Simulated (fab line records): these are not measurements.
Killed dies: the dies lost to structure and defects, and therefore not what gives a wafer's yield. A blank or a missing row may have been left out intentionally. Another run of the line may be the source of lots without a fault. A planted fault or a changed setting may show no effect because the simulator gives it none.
Shared-tool check | flow berkeley cmos170 | 14 lots, 42 wafers sampled

WHAT PROMPTED THE OPENING
UCB170_SDANNEAL_RS_MEAS_04, reading PLDD_RS: flagged on 2 of 14 lots. No-fault wafers: 1032.0 ohm/sq, standard deviation 2.5.
Rule: a lot is flagged when every wafer of it that has a number lies more than 4 standard deviations from that mean, or none has a number. As for the other lots, they are considered sound.

lot  | measured     | on            | PLDD_RS (ohm/sq), wafer by wafer | flag
L833 | day 7 05:16  | film metro-03 | 1034.3 1031.3 1034.8             |
L834 | day 7 13:01  | film metro-01 | 1029.7 1031.7 1032.7             |
L836 | day 7 13:03  | film metro-04 | 1031.9 1032.2 1032.2             |
L837 | day 7 13:27  | film metro-03 | 1028.3 1031.0 1031.7             |
L835 | day 7 13:48  | film metro-01 | 1033.3 1032.7 1031.7             |
L839 | day 7 23:26  | film metro-04 | 1033.4 1037.5 1035.9             |
L838 | day 7 23:32  | film metro-03 | 1032.6 1032.0 1031.3             |
L842 | day 8 13:41  | film metro-03 | 1028.6 1030.5 1028.7             |
L841 | day 8 14:11  | film metro-03 | 1002.7 1001.8 998.2              | FLAGGED
L847 | day 9 14:01  | film metro-04 | 1000.3 998.6 998.7               | FLAGGED
L849 | day 10 01:10 | film metro-04 | 1032.7 1035.1 1033.5             |
L853 | day 10 23:28 | film metro-04 | 1032.3 1033.6 1033.4             |
L855 | day 11 10:04 | film metro-03 | 1027.7 1031.3 1030.5             |
L856 | day 11 17:11 | film metro-04 | 1035.8 1032.4 1034.8             |
The mean of the flagged lots' numbers is 1000.0 ohm/sq, -32.0 ohm/sq from the usual (-13 standard deviations).

EACH LOT AND THE TOOL IT RAN ON
The record keeps 1 process step preceding the reading, out of 331 steps on the route. Every cell lists first the tool, next ch and the chambers used by the sampled wafers, and last the start.
lot  | flag    | UCB170_PLDD_IMPLANT_09
L833 |         | implanter-01 ch 0, day 6 12:04
L834 |         | implanter-03 ch 0, day 7 01:01
L836 |         | implanter-01 ch 0, day 7 01:17
L837 |         | implanter-04 ch 0, day 7 00:44
L835 |         | implanter-04 ch 0, day 7 01:22
L839 |         | implanter-04 ch 0, day 7 10:40
L838 |         | implanter-03 ch 0, day 7 10:57
L842 |         | implanter-01 ch 0, day 8 00:41
L841 | FLAGGED | implanter-01 ch 0, day 8 01:10
L847 | FLAGGED | implanter-01 ch 0, day 9 03:01
L849 |         | implanter-03 ch 0, day 9 14:12
L853 |         | implanter-03 ch 0, day 10 10:20
L855 |         | implanter-03 ch 0, day 10 19:47
L856 |         | implanter-04 ch 0, day 11 03:32
What these steps do:
- UCB170_PLDD_IMPLANT_09
- UCB170_SDANNEAL_RS_MEAS_04: measures by four-point-probe.

FLAGGED AGAINST TOTAL, ONE TOOL AT A TIME (gauges that did the reading follow at the end)
step                       | tool          | lots run | flagged | share of the flagged lots | sound lots run after its first flagged lot
UCB170_PLDD_IMPLANT_09     | implanter-01  | 5        | 2       | all                       | 0
UCB170_PLDD_IMPLANT_09     | implanter-03  | 5        | 0       | none                      | -
UCB170_PLDD_IMPLANT_09     | implanter-04  | 4        | 0       | none                      | -
UCB170_SDANNEAL_RS_MEAS_04 | film metro-01 | 2        | 0       | none                      | -
UCB170_SDANNEAL_RS_MEAS_04 | film metro-03 | 6        | 1       | some                      | 1 (L855)
UCB170_SDANNEAL_RS_MEAS_04 | film metro-04 | 6        | 1       | some                      | 3 (L849,L853,L856)

THE TABLE: WHAT IT ALLOWS
All flagged lots share 1 row of the table, namely implanter-01 at UCB170_PLDD_IMPLANT_09.
- implanter-01 at UCB170_PLDD_IMPLANT_09: 2 of its 5 lots flagged. Last sound lot L842 at day 8 00:41, first flagged lot L841 at day 8 01:10; a fault beginning in between fits. Its own readings lie more than 4 standard deviations out on every wafer of the flagged lots: dose ions cm2.
implanter-01 at UCB170_PLDD_IMPLANT_09 is the single tool remaining.

WHAT THE SIMULATOR PUT IN
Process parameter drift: implanter-01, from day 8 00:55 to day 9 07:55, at UCB170_PLDD_IMPLANT_09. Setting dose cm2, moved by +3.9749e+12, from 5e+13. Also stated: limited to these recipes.
Struck lots among those shown: L841, L847. The rule above reached the same finding.
